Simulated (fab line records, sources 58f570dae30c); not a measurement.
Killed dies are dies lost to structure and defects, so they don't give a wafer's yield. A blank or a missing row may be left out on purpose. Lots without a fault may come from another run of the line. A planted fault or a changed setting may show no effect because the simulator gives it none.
Chamber matching | flow berkeley_cmos170 | UCB170_SILICIDE_WET_ETCH_05 on wet_bench-01: 3 sister chambers
The step etches Ti in SPM, time 45 s. 3 wafers are shown with their chamber, then 8 later ones without.

WAFERS WITH THEIR CHAMBER
wafer  | chamber | bath_heat_duty_pct (%)
L817.4 | 3       | 13.0
L818.6 | 2       | 19.9
L821.3 | 0       | 13.0

WAFERS WITHOUT THEIR CHAMBER
wafer  | bath_heat_duty_pct (%)
L821.5 | 14.3
L821.6 | 13.6
L822.3 | 17.0
L822.4 | 16.5
L822.6 | 18.6
L823.1 | 12.5
L823.2 | 14.0
L823.6 | 13.9

WHICH CHAMBER EACH WENT THROUGH
wafer  | from the rows above          | in truth
L821.5 | can't be placed: 0 or 3      | 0
L821.6 | can't be placed: 0 or 3      | 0
L822.3 | can't be placed: 2 or 0 or 3 | 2
L822.4 | can't be placed: 2 or 0 or 3 | 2
L822.6 | 2                            | 2
L823.1 | can't be placed: 0 or 3      | 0
L823.2 | can't be placed: 0 or 3      | 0
L823.6 | can't be placed: 0 or 3      | 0
Placed correctly: 1 of 8. Can't be placed from these rows: 7 (the true chamber is among the candidates in 7). Placed wrongly: 0.
How it was worked out, from the rows above alone: a wafer's distance from a chamber is the root of the sum, over the readings, of the square of ((its reading less the chamber's mean) divided by the reading's scatter). The wafer belongs to the nearest chamber; if the next one is less than 2 further off, it can't be placed. A chamber's mean is the mean of its shown wafers. The scatter: with one shown wafer a chamber, the root of the mean of the squares of how far each hidden wafer lies from its nearest shown one.
